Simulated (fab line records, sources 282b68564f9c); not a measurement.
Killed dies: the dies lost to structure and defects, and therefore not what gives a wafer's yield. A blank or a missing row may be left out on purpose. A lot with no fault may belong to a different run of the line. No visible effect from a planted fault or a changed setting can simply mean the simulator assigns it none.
Struck lot and sound lot, side by side    flow rit-cmos    21 out of 202 route steps
Sound: wafers L795.1, L795.5, L795.6. Struck: wafers L800.1, L800.3, L800.5. The cause is given at the end.
Each step with rows lists, per side, the tool, then ch with its chambers, then its first start. Under that, the readings that differ: sound wafers    struck wafers    difference of the means    sigmas: that difference in standard deviations of wafers without a fault.
alike: words and numbers the same on both sides, and readings whose means are apart by under 2 such deviations; not compared: readings that were withheld, readings missing a value for some wafer, numbers with overlapping values and no deviation given by the record, and bounds like >300 which may hide the same value.
The two part at a step that has a row with sigmas, a row that says differs or no value, or rows on one side only. Non-overlapping numbers with no deviation appear without sigmas and do not part them. A reading that every wafer of one side lacks parts them only if that side has two wafers or more.

first, 6 steps without rows for these wafers: RIT_NSD_HMDS_00 (prime time 60 s); RIT_NSD_COAT_01 (resist thk 1000 nm); RIT_NSD_SOFTBAKE_02 (time 60 s); RIT_NSD_EXPOSE_03 (exposes mask M9, target cd 40700 nm); RIT_NSD_PEB_04; RIT_NSD_DEVELOP_05 (develop time 50 s).
RIT_NSD_OVL_MEAS_06:
  struck on overlay-02, day 4 21:47; sound on overlay-01, day 4 04:10
  alike: NSD_OVL
then, 2 steps without rows for these wafers: RIT_NSD_HARDBAKE_07 (time 60 s); RIT_NSD_IMPLANT_08.
RIT_NSD_STRIP_09: strips in O2, time 180 s.
  sound on plasma-asher-01 ch 0,1, day 4 04:30; struck on plasma-asher-03 ch 1, day 4 22:07
  alike: drypump-motor-current-A
  not compared: rf-hours-counter-h
RIT_NSD_TW_MEAS_10:
  struck on film-metro-01, day 4 22:17; sound on film-metro-02, day 4 04:41
  alike: NSD_TW
then, 1 step without rows for these wafers: RIT_PSD_HMDS_00 (prime time 60 s).
RIT_PSD_COAT_01: resist thk 1000 nm.
  sound on litho-track-01 ch 0, day 4 04:53; struck on litho-track-04 ch 0, day 4 22:30
reading                                   sound                 struck                difference  sigmas
spin-speed-rpm (rpm)                      3251.1 3249.0 3249.9  3333.1 3336.3 3336.2  +85.2       +41
model.NOVOLAK_of_PSD_COAT_01.thk-nm (nm)  1001 1003 1001        987.6 984.7 986.5     -15.4       
then, 4 steps without rows for these wafers: RIT_PSD_SOFTBAKE_02 (time 60 s); RIT_PSD_EXPOSE_03 (exposes mask M10, target cd 40900 nm); RIT_PSD_PEB_04; RIT_PSD_DEVELOP_05 (develop time 50 s).
RIT_PSD_OVL_MEAS_06:
  struck on overlay-01, day 4 23:20; sound on overlay-01, day 4 05:43
  alike: PSD_OVL
RIT_PSD_HARDBAKE_07: time 60 s.
  sound on litho-track-04 ch 0, day 4 05:45; struck on litho-track-03 ch 0, day 4 23:22
reading                                   sound              struck           difference  sigmas
model.NOVOLAK_of_PSD_COAT_01.thk-nm (nm)  884.3 886.4 884.9  872.9 870.4 872  -13.4       
then, 1 step without rows for these wafers: RIT_PSD_IMPLANT_08.
RIT_M1_PROBE_99:
  struck on prober-02, day 5 07:46; sound on prober-01, day 4 14:37
  alike: killed_at_M0_to_M3, killed-at-contacts, killed-at-front-end, killed-dies, killed-open, killed-short

## WHERE THEY PART
Within this record, at RIT_PSD_COAT_01 only. Later steps at which nothing parts them and some readings are alike: RIT_PSD_OVL_MEAS_06, RIT_M1_PROBE_99.

WHY: what had been put in by the simulator
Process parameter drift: litho-track-04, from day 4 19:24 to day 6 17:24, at RIT_PSD_COAT_01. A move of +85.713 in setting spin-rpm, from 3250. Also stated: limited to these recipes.
